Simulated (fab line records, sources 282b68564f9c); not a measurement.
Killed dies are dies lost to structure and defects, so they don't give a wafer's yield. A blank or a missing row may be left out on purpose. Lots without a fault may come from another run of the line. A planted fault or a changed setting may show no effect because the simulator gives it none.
A struck lot beside a sound one | flow rit_cmos | 18 steps out of a route of 202
Sound: wafers L772.2, L772.3, L772.4. Struck: wafers L766.2, L766.3, L766.6. The cause comes at the end.
At each step with rows: each side's tool, then ch and its chambers, then its first start. Under that, the readings that differ: sound wafers | struck wafers | difference of the means | sigmas: that difference in standard deviations of wafers without a fault.
alike: readings whose means differ by less than 2 such deviations, and words and numbers that are the same on both sides. not compared: withheld readings, readings that some wafer has no value for, bounds like >300 that may hide the same value, and numbers for which the record gives no deviation and whose values overlap.
The two part at a step that has a row with sigmas, a row that says differs or no value, or rows on one side only. Numbers that don't overlap but have no deviation are shown without sigmas and don't part them. A reading that every wafer of one side lacks parts them only if that side has two wafers or more.

first, 2 steps without rows for these wafers: RIT_PLDD_HARDBAKE_07 (time 60 s); RIT_PLDD_IMPLANT_08.
RIT_PLDD_STRIP_09: strips in O2, time 180 s.
  sound on plasma_asher-02 ch 0,1, day 6 09:05; struck on plasma_asher-04 ch 0,1, day 5 02:56
  alike: drypump_motor_current_A
  not compared: rf_hours_counter_h
RIT_PLDD_TW_MEAS_10:
  sound on film_metro-03, day 6 09:17; struck on film_metro-04, day 5 03:07
  alike: PLDD_TW
then, 4 steps without rows for these wafers: RIT_SPACER_CLEAN_00 (cleans in SC1, time 600 s); RIT_SPACER_CLEAN_01 (cleans in dHF, time 30 s); RIT_SPACER_CLEAN_02 (cleans in SC2, time 600 s); RIT_SPACER_CVD_03 (deposits Si3N4 from SiH2Cl2/NH3, target thk 250 nm, time 3300 s).
RIT_SPACER_THK_MEAS_04:
  sound on film_metro-03, day 6 11:38; struck on film_metro-01, day 5 05:29
  alike: SPACER_NITRIDE_THK
RIT_SPACER_ETCHBACK_05: etches Si3N4 in SF6/CHF3, stops on SiO2, target depth 250 nm, time 240 s.
  sound on rie_diel-01 ch 0,1,2, day 6 11:41; struck on rie_diel-02 ch 0,3, day 5 05:32
  alike: CHF3_flow_sccm, drypump_motor_current_A, oes_product_au, rf_fwd_power_W, throttle_valve_pct
  not compared: rf_hours_counter_h
then, 2 steps without rows for these wafers: RIT_NSD_HMDS_00 (prime time 60 s); RIT_NSD_COAT_01 (resist thk 1000 nm).
RIT_NSD_SOFTBAKE_02: time 60 s.
  sound on litho_track-02 ch 0, day 6 12:10; struck on litho_track-01 ch 0, day 5 06:00
  reading                  | sound             | struck            | difference | sigmas
  heater_power_total_W (W) | 34.52 34.47 34.55 | 27.86 27.87 27.77 | -6.68      | -99 or more
  plate_temp_C (C)         | 90.08 90.09 90.09 | 77.23 77.52 77.12 | -12.80     | -98
then, 2 steps without rows for these wafers: RIT_NSD_EXPOSE_03 (exposes mask M9, target cd 40700 nm); RIT_NSD_PEB_04.
RIT_NSD_DEVELOP_05: develop time 50 s.
  sound on litho_track-02 ch 0; struck on litho_track-02 ch 0
  reading                                  | sound         | struck         | difference | sigmas
  model.NOVOLAK_of_NSD_COAT_01.thk_nm (nm) | 1001 1000 997 | 1034 1038 1038 | +37        |
RIT_NSD_OVL_MEAS_06:
  sound on overlay-01, day 6 12:42; struck on overlay-01, day 5 06:40
  alike: NSD_OVL
RIT_M1_PROBE_99:
  sound on prober-02, day 6 23:25; struck on prober-02, day 5 17:53
  alike: killed_at_contacts, killed_at_front_end, killed_dies, killed_open, killed_short

WHERE THEY PART
Only at RIT_NSD_SOFTBAKE_02, within this record. Later steps at which nothing parts them and some readings are alike: RIT_NSD_OVL_MEAS_06, RIT_M1_PROBE_99.

WHY: what the simulator had put in
Process parameter drift: litho_track-01, from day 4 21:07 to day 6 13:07, at RIT_NSD_SOFTBAKE_02. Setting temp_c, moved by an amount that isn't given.
